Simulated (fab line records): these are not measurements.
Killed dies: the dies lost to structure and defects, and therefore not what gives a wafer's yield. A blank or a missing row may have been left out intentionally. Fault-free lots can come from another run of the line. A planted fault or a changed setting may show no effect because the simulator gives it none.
Chamber matching -- flow rit-cmos -- RIT_SPACER_ETCHBACK_05 on rie-diel-01: 4 sister chambers
The step etches Si3N4 in SF6/CHF3, stops on SiO2, target depth 250 nm, time 240 s. 8 wafers are shown with their chamber, then 7 later ones without.

== WAFERS PAIRED WITH THEIR CHAMBERS ==
wafer,chamber,throttle-valve-pct (%),drypump-motor-current-A (A)
L493.3,0,10.32,5.2
L502.4,3,10.02,5.9
L502.6,0,10.32,5.2
L504.2,3,10.00,5.8
L504.5,2,10.46,6.0
L504.6,1,10.53,5.6
L508.1,2,10.46,6.0
L508.3,1,10.51,5.6

== WAFERS WITHOUT THEIR CHAMBER ==
wafer,throttle-valve-pct (%),drypump-motor-current-A (A)
L508.5,10.47,6.0
L509.3,10.00,5.8
L509.5,10.34,5.2
L509.6,10.01,5.8
L511.4,10.02,5.9
L511.5,10.01,5.8
L511.6,10.31,5.2

== THE CHAMBER EACH PASSED THROUGH ==
wafer,from the rows above,in truth
L508.5,2,2
L509.3,3,3
L509.5,0,0
L509.6,3,3
L511.4,3,3
L511.5,3,3
L511.6,0,0
7 of 7 placed correctly. Left unplaced by these rows: 0. Number placed wrongly: 0.
How it was worked out, from the rows above alone: a wafer's distance from a chamber is the root of the sum, over the readings, of the square of ((its reading less the chamber's mean) divided by the reading's scatter). The wafer belongs to the nearest chamber; if the next one is less than 2 further off, it can't be placed. The mean given for a chamber averages the wafers shown for that chamber. How the scatter is found: for the shown wafers, subtract from each reading the mean of its chamber, square and add these, divide the total by (wafers less chambers), then take the root.
